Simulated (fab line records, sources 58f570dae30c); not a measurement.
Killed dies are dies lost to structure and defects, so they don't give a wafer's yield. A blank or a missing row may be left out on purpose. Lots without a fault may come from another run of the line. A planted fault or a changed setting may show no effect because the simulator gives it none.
One fault seen from 2 desks | flow berkeley_cmos170 | each desk has only its own numbers; what lay behind them comes last

THE METROLOGY DESK
What the gauges read, lot by lot, whatever tool the lot ran on: means of the sampled wafers that have a number. A lot is out of limits, marked OUT, if its mean lies more than 4 standard deviations from the usual mean; the brackets give that distance.
Columns: A = cd_nm at UCB170_V2_CD_MEAS_12, usual 699.7 nm; B = M3_OVL at UCB170_M3_OVL_MEAS_16, usual -2 nm
lot  | first seen here | A     | B
L958 | day 8 16:09     | 699.1 | -4
L957 | day 8 16:29     | 697.2 | -5
L959 | day 9 01:07     | 699.1 | -7
L962 | day 9 14:28     | 698.5 | -5
L960 | day 9 14:35     | 699.9 | -10
L961 | day 9 14:46     | 699.4 | -9
L965 | day 10 16:48    | 697.7 | 0
L967 | day 11 13:49    | 700.1 | 0
L974 | day 12 20:25    | 700.6 | -3
L975 | day 12 22:09    | 699.9 | -1
L976 | day 12 22:19    | 698.7 | -3
L977 | day 13 07:36    | 698.0 | 2
L979 | day 13 11:07    | 703.7 | -1
L980 | day 13 11:23    | 699.7 | 0
This desk's finding: nothing out of limits on any of the 14 lots.

THE TOOL OWNER'S DESK: litho_track-03
The tool's own readings at UCB170_GATE_COAT_07 (resist thk 900 nm): means of the sampled wafers that have a number, for each lot that ran on this tool. A lot is out of limits, marked OUT, if its mean lies more than 4 standard deviations from the usual mean; the brackets give that distance.
Columns: A = spin_speed_rpm at UCB170_GATE_COAT_07, usual 1499.8 rpm
lot  | first seen here | A
L961 | day 8 03:00     | 1499.6
L965 | day 9 01:00     | 1472.3 (-33) OUT
L967 | day 9 23:00     | 1473.0 (-33) OUT
This desk's finding: out of limits on L965, L967; first on L965, day 9 01:00 (spin_speed_rpm at UCB170_GATE_COAT_07). In limits: L961.

PUT TOGETHER
The tool owner's desk could have raised an alarm at day 9 01:00, on L965, L967.
The metrology desk saw nothing out of limits.
The metrology desk has L965, L967 on record, within its limits.
Of the lots named, all ran UCB170_GATE_COAT_07 on litho_track-03.

WHAT THE SIMULATOR HAD PUT IN
Process parameter drift: litho_track-03, from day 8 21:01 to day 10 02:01, at UCB170_GATE_COAT_07. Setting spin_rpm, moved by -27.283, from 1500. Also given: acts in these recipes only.
Lots struck among those shown: L965, L967.
Hours from the fault's start to each desk's first reading out of limits: the tool owner's desk, 4.
